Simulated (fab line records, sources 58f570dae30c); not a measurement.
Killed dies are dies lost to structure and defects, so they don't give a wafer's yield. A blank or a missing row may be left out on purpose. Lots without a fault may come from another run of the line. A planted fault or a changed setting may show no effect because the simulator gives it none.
Chamber matching | flow berkeley_cmos170 | UCB170_V2_CVD_00 on pecvd-01: 3 sister chambers
The step deposits SiO2 from TEOS/O2, target thk 2000 nm, time 250 s. 6 wafers are shown with their chamber, then 7 later ones without.

WAFERS WITH THEIR CHAMBER
wafer  | chamber | heater_power_w (W) | rf_fwd_power_W (W)
L196.2 | 1       | 238                | 548.1
L196.5 | 1       | 180                | 547.3
L200.2 | 0       | 217                | 547.5
L200.5 | 0       | 276                | 547.9
L201.2 | 2       | 325                | 548.4
L201.5 | 2       | 257                | 549.4

WAFERS WITHOUT THEIR CHAMBER
wafer  | heater_power_w (W) | rf_fwd_power_W (W)
L201.6 | 270                | 549.4
L203.2 | 223                | 551.4
L203.3 | 202                | 546.2
L203.4 | 178                | 548.9
L204.1 | 222                | 545.6
L204.4 | 204                | 548.7
L204.5 | 270                | 548.0

WHICH CHAMBER EACH WENT THROUGH
wafer  | from the rows above          | in truth
L201.6 | 2                            | 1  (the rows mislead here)
L203.2 | can't be placed: 2 or 1 or 0 | 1
L203.3 | can't be placed: 1 or 0      | 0
L203.4 | can't be placed: 1 or 2 or 0 | 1
L204.1 | can't be placed: 1 or 0      | 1
L204.4 | can't be placed: 1 or 2 or 0 | 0
L204.5 | can't be placed: 0 or 1 or 2 | 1
Placed correctly: 0 of 7. Can't be placed from these rows: 6 (the true chamber is among the candidates in 6). Placed wrongly: 1.
How it was worked out, from the rows above alone: a wafer's distance from a chamber is the root of the sum, over the readings, of the square of ((its reading less the chamber's mean) divided by the reading's scatter). The wafer belongs to the nearest chamber; if the next one is less than 2 further off, it can't be placed. A chamber's mean is the mean of its shown wafers. The scatter: the root of (the sum of the squares of (reading less its chamber's mean) over the shown wafers, divided by (wafers less chambers)).
